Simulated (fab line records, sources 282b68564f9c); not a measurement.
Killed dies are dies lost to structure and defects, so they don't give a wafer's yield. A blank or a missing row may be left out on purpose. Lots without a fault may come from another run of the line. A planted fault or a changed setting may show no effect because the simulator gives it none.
A struck lot beside a sound one | flow rit_cmos | 17 steps out of a route of 202
Sound: wafers L604.3, L604.5, L604.6. Struck: wafers L609.1, L609.5, L609.6. The cause comes at the end.
At each step with rows: each side's tool, then ch and its chambers, then its first start. Under that, the readings that differ: sound wafers | struck wafers | difference of the means | sigmas: that difference in standard deviations of wafers without a fault.
alike: readings whose means differ by less than 2 such deviations, and words and numbers that are the same on both sides. not compared: withheld readings, readings that some wafer has no value for, bounds like >300 that may hide the same value, and numbers for which the record gives no deviation and whose values overlap.
The two part at a step that has a row with sigmas, a row that says differs or no value, or rows on one side only. Numbers that don't overlap but have no deviation are shown without sigmas and don't part them. A reading that every wafer of one side lacks parts them only if that side has two wafers or more.

first, 1 step without rows for these wafers: RIT_PSD_IMPLANT_08.
RIT_PSD_STRIP_09: strips in O2, time 180 s.
  sound on plasma_asher-01 ch 0,1, day 4 22:53; struck on plasma_asher-01 ch 0,1, day 6 01:49
  alike: chamber_pressure_mTorr, drypump_motor_current_A, rf_refl_power_W
  not compared: rf_hours_counter_h
RIT_PSD_TW_MEAS_10:
  sound on film_metro-03, day 4 23:01; struck on film_metro-04, day 6 01:59
  reading | sound          | struck         | difference | sigmas
  PSD_TW  | 3462 3462 3469 | 3515 3503 3502 | +42        | +2
then, 3 steps without rows for these wafers: RIT_SDANNEAL_CLEAN_00 (cleans in SC1, time 600 s); RIT_SDANNEAL_CLEAN_01 (cleans in dHF, time 30 s); RIT_SDANNEAL_CLEAN_02 (cleans in SC2, time 600 s).
RIT_SDANNEAL_RTA_03: time 5 s.
  sound on rtp_anneal-01 ch 0, day 4 23:37; struck on rtp_anneal-02 ch 0, day 6 02:35
  alike: ramp_down_c_per_s, wafer_temp_C_max
RIT_SDANNEAL_RS_MEAS_04: measures by four-point-probe.
  sound on film_metro-04, day 4 23:42; struck on film_metro-03, day 6 02:39
  reading         | sound                | struck               | difference | sigmas
  PSD_RS (ohm/sq) | 114.88 114.75 114.84 | 115.59 115.40 115.70 | +0.74      | +3
RIT_SDANNEAL_RS_MEAS_05: measures by four-point-probe.
  sound on film_metro-04, day 4 23:49; struck on film_metro-03, day 6 02:46
  alike: NSD_RS
RIT_SDANNEAL_RS_MEAS_06: measures by four-point-probe.
  sound on film_metro-04, day 4 23:56; struck on film_metro-03, day 6 02:53
  reading          | sound             | struck            | difference | sigmas
  PLDD_RS (ohm/sq) | 177.3 177.5 177.6 | 178.7 178.4 178.8 | +1.2       | +2
RIT_SDANNEAL_RS_MEAS_07: measures by four-point-probe.
  sound on film_metro-04, day 5 00:04; struck on film_metro-03, day 6 03:01
  alike: NLDD_RS
then, 1 step without rows for these wafers: RIT_SILICIDE_WET_ETCH_00 (etches SiO2 in BOE, target depth 14 nm, time 15 s).
RIT_SILICIDE_SPUTTER_01: material Ti, target thk 30 nm, time 240 s.
  sound on pvd_sputter-04, day 5 00:09; struck on pvd_sputter-01, day 6 03:08
  reading                                     | sound             | struck          | difference | sigmas
  model.Ti_of_SILICIDE_SPUTTER_01.thk_nm (nm) | 29.74 30.05 30.75 | 8.679 9.221 8.9 | -21.247    |
  alike: throttle_valve_pct
RIT_SILICIDE_RS_MEAS_02: measures by four-point-probe.
  sound on film_metro-01, day 5 00:20; struck on film_metro-02, day 6 03:17
  reading                 | sound          | struck            | difference | sigmas
  SILICIDE_TI_RS (ohm/sq) | 48.3 47.7 46.3 | 243.4 223.6 234.6 | +186.4     | +99 or more
RIT_SILICIDE_THK_MEAS_03: measures by xrf.
  sound on film_metro-01, day 5 00:26; struck on film_metro-02, day 6 03:25
  reading              | sound          | struck      | difference | sigmas
  SILICIDE_TI_THK (nm) | 29.8 30.0 30.7 | 8.6 9.2 8.9 | -21.3      | -53
RIT_SILICIDE_RTA_04: time 10 s, ramp up 5 s, ramp down 5 s.
  sound on rtp_anneal-02 ch 0, day 5 00:30; struck on rtp_anneal-01 ch 0, day 6 03:28
  alike: wafer_temp_C_max
RIT_M1_PROBE_99:
  sound on prober-01, day 5 10:16; struck on prober-02, day 6 10:23
  reading                              | sound             | struck            | difference | sigmas
  model.etest.npoly_line.line_ohm_um   | 173.1 171.8 166.5 | 453.8 428.1 455.5 | +275.3     |
  model.etest.ppoly_line.line_ohm_um   | 165.3 165.8 163.9 | 409.1 401.6 406.3 | +240.7     |
  model.etest.npoly_line.rs_ohm_sq     | 17.07 17.09 16.84 | 55.54 52.32 53.7  | +36.85     |
  model.etest.ppoly_line.rs_ohm_sq     | 16.46 16.61 16.34 | 49.48 47.26 48.68 | +32.00     |
  model.etest.ppoly_line.width_nm (nm) | 100.4 99.12 99.09 | 123.4 120.3 120.7 | +21.9      |
  model.etest.npoly_line.width_nm (nm) | 99.84 98.82 98.73 | 121.9 119.8 119.6 | +21.3      |
  model.etest.npoly_sal.rs_ohm_sq      | 4.349 4.35 4.291  | 16.95 15.8 16.31  | +12.02     |
  model.etest.ppoly_sal.rs_ohm_sq      | 4.318 4.284 4.221 | 16.31 15.28 15.7  | +11.49     |
  alike: killed_at_M0_to_M3, killed_at_contacts, killed_at_front_end, killed_dies, killed_open, killed_short

WHERE THEY PART
First at RIT_PSD_TW_MEAS_10; last, within this record, at RIT_SILICIDE_THK_MEAS_03. Later steps at which nothing parts them and some readings are alike: RIT_SILICIDE_RTA_04, RIT_M1_PROBE_99.

WHY: what the simulator had put in
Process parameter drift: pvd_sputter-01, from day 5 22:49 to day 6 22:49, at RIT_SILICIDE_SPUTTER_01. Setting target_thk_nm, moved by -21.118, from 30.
